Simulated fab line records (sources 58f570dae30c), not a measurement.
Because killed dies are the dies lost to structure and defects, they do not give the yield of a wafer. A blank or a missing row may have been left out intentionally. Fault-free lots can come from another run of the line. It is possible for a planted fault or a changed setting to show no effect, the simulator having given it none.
Problem report, 8D (eight disciplines) form, completed by code :: flow berkeley cmos170 :: the parts of the form that need people (team, actions taken, sign-off) are left out

## 1. PROBLEM STATEMENT
Across 6 wafers from 2 lots, SILICIDE_TI_RS at UCB170_SILICIDE_RS_MEAS_02 averages 22.2 ohm/sq, while fault-free wafers read 26.1 ohm/sq with a standard deviation of 0.36. That is -11 standard deviations from the usual mean.
The step: measures by four-point-probe.
First observed at day 11 15:04: wafer L925.1, on film metro-01. Wafers with a number at this step in the record: 42, from 14 lots. Rule for "out" (also "out of limits"): further than 4 standard deviations from the usual mean. The rest of the wafers with a number are treated as sound.

## 2. WHAT IT IS AND WHAT IT IS NOT
question: which readings at this step
is: SILICIDE_TI_RS
is not: -

question: which lots
is: L925, L927
is not: L910, L912, L913, L914, L915, L916, L917, L920, L922, L923, L926, L933

question: which wafers of those lots
is: all that have a number
is not: -

question: read on which gauges
is: film metro-01, film metro-02
is not: film metro-04

question: when
is: from day 11 15:04
is not: up to then (30 sound wafers); but 6 sound wafers of L926, L933 came after

## 3. THE SUSPECTS, EACH WITH WHAT RULES IT OUT
Counting: a tool at a process step up to the reading stays a suspect if it ran every lot that is out and no sound lot after the first of them.
- the gauge at UCB170_SILICIDE_RS_MEAS_02 is ruled out. The wafers that are out were read on 2 gauges (film metro-01, film metro-02).
- pvd sputter-03 at UCB170_SILICIDE_SPUTTER_01 (material Ti, target thk 30 nm, time 25 s): kept. Every lot that is out went through it, starting with L925 (day 11 15:02), and after that it ran no sound lot; the last sound lot it ran before then is L917 (day 9 13:33). On those wafers its own readings are out: cathode dc power W.
After counting, what remains is pvd sputter-03 at UCB170_SILICIDE_SPUTTER_01.

## 4. THE CAUSE (what the simulator had put in)
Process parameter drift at UCB170_SILICIDE_SPUTTER_01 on pvd sputter-03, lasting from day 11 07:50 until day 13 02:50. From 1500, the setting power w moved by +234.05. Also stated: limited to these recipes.
The count eliminated every tool but this one.

## 5. THE CHAIN OF EFFECTS, in route order
Rows list readings where the struck wafers' mean (over those with a number) sits beyond 3 standard deviations from the usual. Scope: only readings with a usual standard deviation given in the record; hours: median across lots of the time from each lot's start at the first step in this table that gives one to its start at this step; sigmas: change in usual standard deviations.
hours: 0
step: UCB170_SILICIDE_SPUTTER_01
reading: cathode dc power W
usual: 1500.0 W
on struck wafers: 1734.1
change: +234.1
sigmas: +99 or more

hours: 0
step: UCB170_SILICIDE_RS_MEAS_02
reading: SILICIDE_TI_RS
usual: 26.1 ohm/sq
on struck wafers: 22.2
change: -3.9
sigmas: -11

hours: 0
step: UCB170_SILICIDE_THK_MEAS_03
reading: SILICIDE_TI_THK
usual: 30.2 nm
on struck wafers: 34.8
change: +4.6
sigmas: +12
It contains these process steps:
- UCB170_SILICIDE_SPUTTER_01: material Ti, target thk 30 nm, time 25 s.

## 6. WHAT WOULD HAVE CAUGHT IT SOONER
In this record the first reading out of limits at a measuring or inspecting step was taken at day 11 15:04, 7 hours after the fault began at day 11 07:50.
At UCB170_SILICIDE_SPUTTER_01, the tool's own readings (cathode dc power W) were out on each struck wafer the step has a row for, so an alarm limit on them would have fired on the first such wafer.
Lots out: 2; of these, L927 started UCB170_SILICIDE_SPUTTER_01 on pvd sputter-03 after day 11 15:04. Putting the tool on hold at that point would have spared it.
